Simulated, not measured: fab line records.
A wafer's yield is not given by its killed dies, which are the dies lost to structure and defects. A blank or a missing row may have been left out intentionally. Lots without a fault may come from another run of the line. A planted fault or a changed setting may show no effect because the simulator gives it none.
Which of the tools did it? | flow berkeley cmos170 | Sampling: 15 lots, 45 wafers, 6 of 331 route steps

## WHAT THE GAUGES READ, wafer by wafer
UCB170_SILICIDE_THK_MEAS_03: measures by xrf. Usual: SILICIDE_TI_THK typically reads 29.0 nm, with standard deviation 0.37.
lot  | measured     | on            | SILICIDE_TI_THK (nm) | flag
L661 | day 7 17:40  | film metro-04 | 28.4 28.9 28.7       |
L666 | day 9 03:10  | film metro-04 | 28.9 28.9 28.6       |
L667 | day 9 03:37  | film metro-03 | 29.4 29.4 28.9       |
L665 | day 9 03:59  | film metro-03 | 29.7 29.7 29.9       |
L668 | day 9 14:02  | film metro-02 | 29.1 29.0 29.2       |
L669 | day 9 14:19  | film metro-03 | 29.3 29.0 29.3       |
L670 | day 10 04:16 | film metro-03 | 29.2 29.0 29.0       |
L676 | day 12 00:11 | film metro-02 | 28.4 28.8 28.6       |
L679 | day 12 07:22 | film metro-03 | 28.9 29.2 28.9       |
L678 | day 12 07:58 | film metro-03 | 29.1 28.8 29.0       |
L680 | day 12 16:47 | film metro-02 | 28.7 28.7 28.7       |
L681 | day 12 16:55 | film metro-03 | 29.0 29.2 29.3       |
L682 | day 12 17:14 | film metro-02 | 28.5 28.4 28.4       |
L684 | day 13 16:21 | film metro-04 | 28.6 28.5 28.5       |
L683 | day 13 16:37 | film metro-03 | 29.5 29.6 29.4       |

UCB170_CONTACT_CD_MEAS_90 targets a cd of 700 nm. Usual: cd nm 699.8 nm, standard deviation 1.5.
lot  | measured     | on        | cd nm (nm)        | flag
L661 | day 7 23:33  | cd sem-01 | 699.9 699.3 700.7 |
L666 | day 9 07:31  | cd sem-01 | 698.5 697.6 697.3 |
L667 | day 9 07:58  | cd sem-01 | 701.0 700.6 701.1 |
L665 | day 9 09:47  | cd sem-01 | - - -             | OFF
L668 | day 9 18:32  | cd sem-01 | - - -             | OFF
L669 | day 9 19:04  | cd sem-01 | - - -             | OFF
L670 | day 10 09:56 | cd sem-02 | 700.2 696.9 698.6 |
L676 | day 12 06:34 | cd sem-02 | 700.6 699.9 702.0 |
L679 | day 12 11:46 | cd sem-02 | 698.7 699.2 699.6 |
L678 | day 12 12:13 | cd sem-01 | 701.3 700.8 704.1 |
L680 | day 13 03:00 | cd sem-02 | 700.3 699.9 701.1 |
L681 | day 13 03:15 | cd sem-01 | 699.9 697.3 698.0 |
L682 | day 13 03:50 | cd sem-01 | 698.1 697.8 697.0 |
L684 | day 13 21:41 | cd sem-02 | 701.5 700.9 701.4 |
L683 | day 13 21:53 | cd sem-01 | 699.8 699.2 698.9 |

UCB170_V1_CD_MEAS_12 targets a cd of 700 nm. Usual: cd nm 699.7 nm, standard deviation 1.3.
lot  | measured     | on        | cd nm (nm)        | flag
L661 | day 8 06:31  | cd sem-01 | 698.0 698.2 697.9 |
L666 | day 9 12:59  | cd sem-01 | 699.7 699.9 700.8 |
L667 | day 9 14:52  | cd sem-02 | 699.4 699.3 698.2 |
L670 | day 10 15:17 | cd sem-01 | 697.3 696.4 698.1 |
L676 | day 12 11:41 | cd sem-01 | 700.5 700.1 699.8 |
L679 | day 12 17:09 | cd sem-01 | 699.6 698.7 699.1 |
L678 | day 12 19:05 | cd sem-01 | 699.6 700.0 698.8 |
L680 | day 13 10:46 | cd sem-02 | 698.8 698.0 697.8 |
L681 | day 13 12:14 | cd sem-02 | 698.7 699.4 699.5 |
L682 | day 13 12:32 | cd sem-02 | 698.8 700.8 698.1 |
L684 | day 14 02:49 | cd sem-01 | 699.3 699.4 698.1 |
L683 | day 14 04:10 | cd sem-01 | 702.3 700.8 701.4 |

## WHAT TOOL EACH LOT RAN ON (gives the tool, then ch and the chambers of the sampled wafers, and finally the start)
lot  | UCB170_SILICIDE_RTA_04           | UCB170_CONTACT_ETCH_17             | UCB170_CONTACT_ETCH_18
L661 | rtp anneal-01 ch 0, day 7 17:44  | rie diel-03 ch 1, day 7 23:12      | rie diel-03 ch 1, day 7 23:33 or earlier
L666 | rtp anneal-01 ch 0, day 9 03:13  | rie diel-04 ch 0,2,3, day 9 07:14  | rie diel-04 ch 0,2,3, day 9 07:31 or earlier
L667 | rtp anneal-02 ch 0, day 9 03:40  | rie diel-03 ch 1,2, day 9 07:41    | rie diel-03 ch 1,2, day 9 07:58 or earlier
L665 | rtp anneal-01 ch 0, day 9 04:02  | rie diel-04 ch 0,3, day 9 09:31    | rie diel-04 ch 0,3, day 9 09:47 or earlier
L668 | rtp anneal-01 ch 0, day 9 14:06  | rie diel-03 ch 1,2,3, day 9 18:14  | rie diel-03 ch 1,2,3, day 9 18:32 or earlier
L669 | rtp anneal-02 ch 0, day 9 14:23  | rie diel-02 ch 0,1, day 9 18:47    | rie diel-02 ch 0,1, day 9 19:04 or earlier
L670 | rtp anneal-02 ch 0, day 10 04:20 | rie diel-04 ch 0,1, day 10 09:40   | rie diel-04 ch 0,1, day 10 09:56 or earlier
L676 | rtp anneal-02 ch 0, day 12 00:16 | rie diel-02 ch 1,2, day 12 06:17   | rie diel-02 ch 1,2, day 12 06:34 or earlier
L679 | rtp anneal-02 ch 0, day 12 07:26 | rie diel-02 ch 0,1, day 12 11:28   | rie diel-02 ch 0,1, day 12 11:46 or earlier
L678 | rtp anneal-01 ch 0, day 12 08:02 | rie diel-03 ch 0,1, day 12 11:57   | rie diel-03 ch 0,1, day 12 12:13 or earlier
L680 | rtp anneal-01 ch 0, day 12 16:50 | rie diel-02 ch 0,2,3, day 13 02:43 | rie diel-02 ch 0,2,3, day 13 03:00 or earlier
L681 | rtp anneal-02 ch 0, day 12 16:59 | rie diel-04 ch 0,2,3, day 13 02:59 | rie diel-04 ch 0,2,3, day 13 03:15 or earlier
L682 | rtp anneal-01 ch 0, day 12 17:19 | rie diel-03 ch 1,2,3, day 13 03:32 | rie diel-03 ch 1,2,3, day 13 03:50 or earlier
L684 | rtp anneal-02 ch 0, day 13 16:25 | rie diel-04 ch 0,1,3, day 13 21:24 | rie diel-04 ch 0,1,3, day 13 21:41 or earlier
L683 | rtp anneal-01 ch 0, day 13 16:40 | rie diel-03 ch 0,2,3, day 13 21:35 | rie diel-03 ch 0,2,3, day 13 21:53 or earlier
- UCB170_SILICIDE_RTA_04: time 15 s.
- UCB170_CONTACT_ETCH_17: etches BARC in N2/H2.
- UCB170_CONTACT_ETCH_18: etches PSG in CHF3/CF4/Ar, stops on TiSi2, target depth 840 nm, time 195 s.

## WHAT THE TOOLS THEMSELVES READ (means of the sampled wafers that have a number; where no wafer has one, the mark that the record gives instead)
UCB170_SILICIDE_RTA_04. Usual: lamp power pct 10.2 %, standard deviation 1.3; wafer_temp_C_max 653.1, standard deviation 1.1.
lot  | tool          | lamp power pct (%) | wafer_temp_C_max | flag
L661 | rtp anneal-01 | 11.4               | 653.7            |
L666 | rtp anneal-01 | 11.5               | 654.3            |
L667 | rtp anneal-02 | 8.8                | 652.6            |
L665 | rtp anneal-01 | 11.5               | 654.6            |
L668 | rtp anneal-01 | 11.5               | 653.8            |
L669 | rtp anneal-02 | 8.8                | 652.2            |
L670 | rtp anneal-02 | 8.8                | 651.9            |
L676 | rtp anneal-02 | 8.8                | 652.4            |
L679 | rtp anneal-02 | 8.8                | 651.9            |
L678 | rtp anneal-01 | 11.5               | 653.2            |
L680 | rtp anneal-01 | 11.5               | 654.4            |
L681 | rtp anneal-02 | 8.8                | 651.9            |
L682 | rtp anneal-01 | 11.5               | 654.2            |
L684 | rtp anneal-02 | 8.8                | 651.7            |
L683 | rtp anneal-01 | 11.5               | 653.7            |

UCB170_CONTACT_ETCH_17. Usual: bias w 99.98 W (standard deviation 0.29); chamber pressure mTorr 29.998 mTorr (standard deviation 0.029); drypump motor current A 6.0 A (standard deviation 0.36); h2 flow sccm 200.0 sccm (standard deviation 0.69); n2 flow sccm 100.06 sccm (standard deviation 0.25); oes product au 0.997 a.u. (standard deviation 0.014); throttle valve pct 13.31 % (standard deviation 0.17).
lot  | tool        | bias w (W) | chamber pressure mTorr (mTorr) | drypump motor current A (A) | h2 flow sccm (sccm) | n2 flow sccm (sccm) | oes product au (a.u.) | throttle valve pct (%) | flag
L661 | rie diel-03 | 99.88      | 29.989                         | 6.7                         | 200.6               | 99.71               | 0.967                 | 13.09                  |
L666 | rie diel-04 | 99.88      | 29.994                         | 6.1                         | 200.0               | 100.04              | 0.999                 | 13.34                  |
L667 | rie diel-03 | 99.95      | 29.955                         | 6.2                         | 200.1               | 99.97               | 0.992                 | 13.23                  |
L665 | rie diel-04 | -          | -                              | -                           | -                   | -                   | -                     | -                      | OFF
L668 | rie diel-03 | -          | -                              | -                           | -                   | -                   | -                     | -                      | OFF
L669 | rie diel-02 | -          | -                              | -                           | -                   | -                   | -                     | -                      | OFF
L670 | rie diel-04 | 100.07     | 29.988                         | 5.9                         | 200.2               | 100.18              | 1.009                 | 13.04                  |
L676 | rie diel-02 | 99.89      | 30.014                         | 5.7                         | 200.4               | 99.87               | 0.997                 | 13.33                  |
L679 | rie diel-02 | 99.79      | 29.999                         | 5.7                         | 200.2               | 99.81               | 1.010                 | 13.38                  |
L678 | rie diel-03 | 99.75      | 29.998                         | 6.4                         | 200.4               | 100.31              | 0.983                 | 13.22                  |
L680 | rie diel-02 | 100.18     | 30.001                         | 6.2                         | 200.3               | 100.25              | 0.990                 | 13.39                  |
L681 | rie diel-04 | 99.66      | 29.989                         | 6.1                         | 199.9               | 100.17              | 0.991                 | 13.31                  |
L682 | rie diel-03 | 99.96      | 29.991                         | 6.2                         | 200.8               | 100.15              | 0.993                 | 13.24                  |
L684 | rie diel-04 | 99.74      | 30.022                         | 6.0                         | 200.2               | 100.27              | 1.004                 | 13.23                  |
L683 | rie diel-03 | 99.99      | 30.020                         | 5.9                         | 200.3               | 100.07              | 1.006                 | 13.36                  |

UCB170_CONTACT_ETCH_18. Usual: CHF3_flow_sccm 45.00 sccm, standard deviation 0.13; cf4 flow sccm 15.00 sccm, standard deviation 0.051; chamber pressure mTorr 200.00 mTorr, standard deviation 0.19; drypump motor current A 6.0 A, standard deviation 0.35; oes product au 0.895 a.u., standard deviation 0.0093; throttle valve pct 6.92 %, standard deviation 0.11.
lot  | tool        | CHF3_flow_sccm (sccm) | cf4 flow sccm (sccm) | chamber pressure mTorr (mTorr) | drypump motor current A (A) | oes product au (a.u.) | throttle valve pct (%) | flag
L661 | rie diel-03 | 44.93                 | 14.96                | 200.05                         | 6.6                         | 0.889                 | 6.79                   |
L666 | rie diel-04 | 45.00                 | 14.97                | 199.88                         | 6.1                         | 0.888                 | 6.93                   |
L667 | rie diel-03 | 45.12                 | 15.03                | 200.04                         | 6.1                         | 0.896                 | 6.89                   |
L665 | rie diel-04 | 44.95                 | 14.97                | 200.03                         | 6.1                         | 0.373                 | 6.98                   | OFF
L668 | rie diel-03 | 44.91                 | 14.97                | 200.08                         | 6.1                         | 0.374                 | 6.88                   | OFF
L669 | rie diel-02 | 44.93                 | 15.05                | 199.89                         | 6.1                         | 0.377                 | 6.96                   | OFF
L670 | rie diel-04 | 44.87                 | 14.97                | 200.03                         | 5.9                         | 0.904                 | 6.75                   |
L676 | rie diel-02 | 45.12                 | 15.02                | 199.91                         | 5.7                         | 0.898                 | 6.89                   |
L679 | rie diel-02 | 44.95                 | 15.04                | 199.75                         | 5.7                         | 0.892                 | 6.92                   |
L678 | rie diel-03 | 45.05                 | 15.04                | 200.07                         | 6.4                         | 0.892                 | 6.89                   |
L680 | rie diel-02 | 44.87                 | 15.02                | 199.98                         | 6.1                         | 0.897                 | 6.97                   |
L681 | rie diel-04 | 45.00                 | 15.00                | 200.09                         | 6.1                         | 0.878                 | 6.93                   |
L682 | rie diel-03 | 44.98                 | 15.03                | 200.08                         | 6.2                         | 0.890                 | 6.89                   |
L684 | rie diel-04 | 45.00                 | 14.99                | 200.03                         | 6.0                         | 0.891                 | 6.86                   |
L683 | rie diel-03 | 44.98                 | 15.03                | 200.06                         | 5.9                         | 0.907                 | 6.98                   |

## THE ANSWER, worked out from the rows above alone
Rule: lot off if the mean of its wafers having a number is beyond 3 standard deviations from the usual mean. Also off: a lot with no number at a reading for which 4 or more lots have one. All remaining lots with rows at the step are treated as sound. After the gauges, taken in route order, come the tools' own readings; for these a lot's mean is taken, as printed above. At the first step where some lot is off, the reading lying furthest off is the one used; lots without a number count as furthest.
Off: L665, L668, L669 (UCB170_CONTACT_CD_MEAS_90, cd nm). Without a number there: L665, L668, L669.
If a tool, at a process step before that reading, ran all the lots that are off and no sound lot after the first of them, it fits. The gauges at UCB170_CONTACT_CD_MEAS_90 aren't tried: what is off there is off at UCB170_CONTACT_ETCH_17 too, on other tools, and a gauge's error can't cause that. UCB170_CONTACT_ETCH_18 gives no start for some lots, so the hours and the order of its lots are those of UCB170_CONTACT_CD_MEAS_90. None of those tried fits.

## WHAT THE SIMULATOR HAD INSERTED
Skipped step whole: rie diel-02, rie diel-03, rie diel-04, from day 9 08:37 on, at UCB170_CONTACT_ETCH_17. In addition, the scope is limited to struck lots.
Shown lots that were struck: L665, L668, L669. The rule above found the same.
